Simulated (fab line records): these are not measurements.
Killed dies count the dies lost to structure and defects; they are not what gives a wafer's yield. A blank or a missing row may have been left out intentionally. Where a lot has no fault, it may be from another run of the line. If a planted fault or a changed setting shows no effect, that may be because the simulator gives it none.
Which tool was responsible? || flow berkeley_cmos170 || 42 wafers from 14 lots sampled at 2 of the route's 331 steps

## WHAT EACH GAUGE READ, for each wafer
UCB170_START_THK_MEAS_03.
{"lot": "L225", "measured": "day 1 15:11", "on": "film_metro-03", "START_OXIDE_THK (nm)": "20.1 19.7 19.9"}
{"lot": "L226", "measured": "day 1 20:10", "on": "film_metro-02", "START_OXIDE_THK (nm)": "19.8 19.9 20.4"}
{"lot": "L227", "measured": "day 2 00:28", "on": "film_metro-02", "START_OXIDE_THK (nm)": "20.0 20.1 20.1"}
{"lot": "L228", "measured": "day 2 05:34", "on": "film_metro-02", "START_OXIDE_THK (nm)": "20.7 20.8 21.1"}
{"lot": "L229", "measured": "day 2 13:14", "on": "film_metro-03", "START_OXIDE_THK (nm)": "19.9 19.6 19.4"}
{"lot": "L230", "measured": "day 2 13:14", "on": "film_metro-02", "START_OXIDE_THK (nm)": "20.6 20.6 20.6"}
{"lot": "L231", "measured": "day 2 21:01", "on": "film_metro-02", "START_OXIDE_THK (nm)": "19.9 20.0 19.7"}
{"lot": "L237", "measured": "day 4 02:56", "on": "film_metro-02", "START_OXIDE_THK (nm)": "19.6 19.7 19.5"}
{"lot": "L239", "measured": "day 4 12:16", "on": "film_metro-03", "START_OXIDE_THK (nm)": "19.2 19.1 18.9"}
{"lot": "L240", "measured": "day 4 18:11", "on": "film_metro-03", "START_OXIDE_THK (nm)": "20.3 20.5 20.6"}
{"lot": "L242", "measured": "day 5 02:26", "on": "film_metro-04", "START_OXIDE_THK (nm)": "20.4 20.2 20.8"}
{"lot": "L247", "measured": "day 6 03:46", "on": "film_metro-04", "START_OXIDE_THK (nm)": "20.1 20.5 20.3"}
{"lot": "L246", "measured": "day 6 03:47", "on": "film_metro-02", "START_OXIDE_THK (nm)": "20.1 19.8 20.1"}
{"lot": "L248", "measured": "day 6 08:07", "on": "film_metro-04", "START_OXIDE_THK (nm)": "20.0 20.6 20.3"}

UCB170_PWELL_TW_MEAS_17.
{"lot": "L225", "measured": "day 3 03:10", "on": "film_metro-01", "PWELL_TW": "375 374 374"}
{"lot": "L226", "measured": "day 3 10:51", "on": "film_metro-01", "PWELL_TW": "377 378 378"}
{"lot": "L227", "measured": "day 3 10:08", "on": "film_metro-01", "PWELL_TW": "375 375 376"}
{"lot": "L228", "measured": "day 3 14:53", "on": "film_metro-04", "PWELL_TW": "380 382 381"}
{"lot": "L229", "measured": "day 3 21:40", "on": "film_metro-01", "PWELL_TW": "375 375 375"}
{"lot": "L230", "measured": "day 3 21:55", "on": "film_metro-04", "PWELL_TW": "382 382 382"}
{"lot": "L231", "measured": "day 4 05:21", "on": "film_metro-01", "PWELL_TW": "380 381 378"}
{"lot": "L237", "measured": "day 5 08:16", "on": "film_metro-01", "PWELL_TW": "382 377 378"}
{"lot": "L239", "measured": "day 6 09:57", "on": "film_metro-04", "PWELL_TW": "382 382 382"}
{"lot": "L240", "measured": "day 6 09:41", "on": "film_metro-02", "PWELL_TW": "382 383 382"}
{"lot": "L242", "measured": "day 6 18:52", "on": "film_metro-01", "PWELL_TW": "377 376 378"}
{"lot": "L247", "measured": "day 7 14:53", "on": "film_metro-02", "PWELL_TW": "380 378 378"}
{"lot": "L246", "measured": "day 7 14:45", "on": "film_metro-02", "PWELL_TW": "380 382 380"}
{"lot": "L248", "measured": "day 7 21:23", "on": "film_metro-02", "PWELL_TW": "380 379 381"}

## EACH LOT AND THE TOOL THAT RAN IT (in order: tool; ch and the chambers of the sampled wafers; start)
The record holds no process step before these readings.

## AS READ BY THE TOOLS THEMSELVES (means over the sampled wafers that have a number; for cases with no such wafer, the mark the record gives instead)
The record holds no such reading with a usual standard deviation.

## THE ANSWER, worked out from the rows above alone
Rule: the usual values come from the lots themselves. The widest of any qualifying gaps counts: lots, ordered by their means at a reading, are off when they make up no more than a third of the lots, leave a main group of 4 or more, and stand apart from it by 3 or more times the standard deviation of that group's means. A main group whose means are all the same, to the digits that the tables above print for the reading, isn't used. Also off: a lot with no number at a reading for which 4 or more lots have one. Any other lot the step has rows for is counted as sound. Order of review: gauges by route order, followed by the tools' own readings, for which a lot's mean as printed above is used. The first step at which some lot is off is used, and at that step the reading that is off furthest; a lot without a number counts as furthest.
Nothing can be told from this: no lot is off at any reading shown.

## WHAT THE SIMULATOR HAD PUT IN
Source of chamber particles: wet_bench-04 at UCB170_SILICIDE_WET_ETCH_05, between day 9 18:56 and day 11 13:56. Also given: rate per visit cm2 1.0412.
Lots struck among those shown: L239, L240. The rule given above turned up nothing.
